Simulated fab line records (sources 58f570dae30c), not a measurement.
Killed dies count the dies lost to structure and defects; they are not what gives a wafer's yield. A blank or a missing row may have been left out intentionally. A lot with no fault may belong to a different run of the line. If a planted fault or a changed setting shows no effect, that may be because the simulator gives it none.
8D (eight disciplines) problem report, filled in by code -- flow berkeley_cmos170 -- the parts of the form that need people (team, actions taken, sign-off) are left out

== 1. THE PROBLEM ==
Wafers free of any fault read 37.66 ohm/sq (standard deviation 0.093) for NSD_RS at UCB170_SDANNEAL_RS_MEAS_03, against a mean of 36.34 ohm/sq on 6 wafers of 2 lots. That is -14 standard deviations from the usual mean.
The step: measures by four-point-probe.
Seen first at day 11 06:34 on film_metro-03, wafer L948.2. The record holds 42 wafers of 14 lots with a number at this step. The rule behind "out" and "out of limits": a value lying over 4 standard deviations away from the usual mean. The rest of the wafers with a number are treated as sound.

== 2. WHAT IT IS, AND WHAT IT ISN'T ==
question,is,is not
which readings at this step,NSD_RS,-
which lots,"L948, L949","L931, L932, L933, L934, L935, L936, L938, L939, L950, L952, L953, L954"
which wafers of those lots,all that have a number,-
read on which gauges,"film_metro-03, film_metro-04",film_metro-02
when,from day 11 06:34,"up to then (24 sound wafers); but 12 sound wafers of L950, L952, L953, L954 came after"

== 3. THE SUSPECTS, EACH WITH WHAT RULES IT OUT ==
Counting: a tool stays on the suspect list if, at a process step up to the reading, it processed all lots that are out and no sound lot following the first of them.
- the gauge at UCB170_SDANNEAL_RS_MEAS_03 has been ruled out. 2 gauges (film_metro-03, film_metro-04) read the wafers that are out.
- implanter-04 at UCB170_NSD_IMPLANT_08: kept. All lots that are out passed through it, beginning with L948 at day 11 04:56, and no sound lot followed; its final sound lot before that point was L939 at day 9 07:54. Out on those wafers are its own readings of beam_energy_keV.
Left after counting: implanter-04 at UCB170_NSD_IMPLANT_08.

== 4. THE CAUSE (what the simulator had put in) ==
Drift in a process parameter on implanter-04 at UCB170_NSD_IMPLANT_08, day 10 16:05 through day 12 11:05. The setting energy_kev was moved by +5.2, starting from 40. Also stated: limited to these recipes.
Counting left only this tool.

== 5. SEQUENCE OF EFFECTS, ordered by route ==
Each row: a reading whose mean over the struck wafers that have a number lies more than 3 standard deviations from the usual. Only readings for which the record gives a usual standard deviation are gone through. hours: the time from each lot's start at the first step in this table that gives one to its start at this step, as a median over the lots. sigmas: the change in usual standard deviations.
hours,step,reading,usual,on struck wafers,change,sigmas
0,UCB170_NSD_IMPLANT_08,beam_energy_keV,40.002,45.194,+5.192,+99 or more
0,UCB170_NSD_STRIP_09,strip_time_to_endpoint_s,35.64 s,37.47,+1.83,+28
3,UCB170_SDANNEAL_RS_MEAS_03,NSD_RS,37.66 ohm/sq,36.34,-1.32,-14
It contains these process steps:
- UCB170_NSD_IMPLANT_08
- UCB170_NSD_STRIP_09: strips in O2.
Later steps that measure or inspect, where all struck wafers having a row at the step show a number for every such reading and not one has moved that far: UCB170_M1_THK_MEAS_02.

== 6. WHAT WOULD HAVE CAUGHT IT SOONER ==
The first out-of-limits reading at a measuring or inspecting step in this record came at day 11 06:34, 14 hours after the fault's start at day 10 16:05.
Tool's own readings at UCB170_NSD_IMPLANT_08, beam_energy_keV: out on all struck wafers the step has rows for; an alarm limit on them would have tripped on the first.
Lots out: 2; of these, L949 started UCB170_NSD_IMPLANT_08 on implanter-04 after day 11 06:34. A tool hold placed at that time would have kept it from harm.
